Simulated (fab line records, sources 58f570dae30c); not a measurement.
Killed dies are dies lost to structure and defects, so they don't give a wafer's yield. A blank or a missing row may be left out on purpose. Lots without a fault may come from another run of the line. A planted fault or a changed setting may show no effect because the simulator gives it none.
One fault seen from 2 desks | flow berkeley_cmos170 | each desk has only its own numbers; what lay behind them comes last

THE TOOL OWNER'S DESK: pvd_sputter-03
The tool's own readings at UCB170_M1_SPUTTER_00 (material Al, target thk 600 nm, time 80 s): means of the sampled wafers that have a number, for each lot that ran on this tool. A lot is out of limits, marked OUT, if its mean lies more than 4 standard deviations from the usual mean; the brackets give that distance.
Columns: A = throttle_valve_pct at UCB170_M1_SPUTTER_00, usual 29.9 %
lot  | first seen here | A
L812 | day 9 01:37     | 30.4
L822 | day 11 02:07    | 30.5
L826 | day 12 05:45    | 30.2
L827 | day 12 14:31    | 29.8
L828 | day 12 23:47    | 29.9
This desk's finding: nothing out of limits on any of the 5 lots.

THE METROLOGY DESK
What the gauges read, lot by lot, whatever tool the lot ran on: means of the sampled wafers that have a number. A lot is out of limits, marked OUT, if its mean lies more than 4 standard deviations from the usual mean; the brackets give that distance.
Columns: A = V2_BOW at UCB170_V2_BOW_MEAS_03, usual 38 um; B = V2_POLISHED_THK at UCB170_V2_THK_MEAS_04, usual 1000.7 nm
lot  | first seen here | A  | B
L807 | day 8 14:23     | 38 | 998.0
L809 | day 9 02:19     | 47 | 999.4
L812 | day 9 12:07     | 32 | 1001.2
L810 | day 9 13:20     | 41 | 1001.8
L814 | day 10 15:04    | 40 | 1001.5
L815 | day 11 14:30    | 41 | 1001.2
L817 | day 11 14:52    | 44 | 999.6
L816 | day 11 15:52    | 42 | 999.8
L822 | day 11 16:04    | 38 | 1000.8
L826 | day 12 15:29    | 37 | 1001.0
L827 | day 13 01:06    | 30 | 1000.8
L830 | day 13 09:12    | 40 | 1001.5
L828 | day 13 09:14    | 39 | 1000.7
L829 | day 13 09:30    | 36 | 1001.1
This desk's finding: nothing out of limits on any of the 14 lots.

PUT TOGETHER
The tool owner's desk saw nothing out of limits.
The metrology desk saw nothing out of limits.

WHAT THE SIMULATOR HAD PUT IN
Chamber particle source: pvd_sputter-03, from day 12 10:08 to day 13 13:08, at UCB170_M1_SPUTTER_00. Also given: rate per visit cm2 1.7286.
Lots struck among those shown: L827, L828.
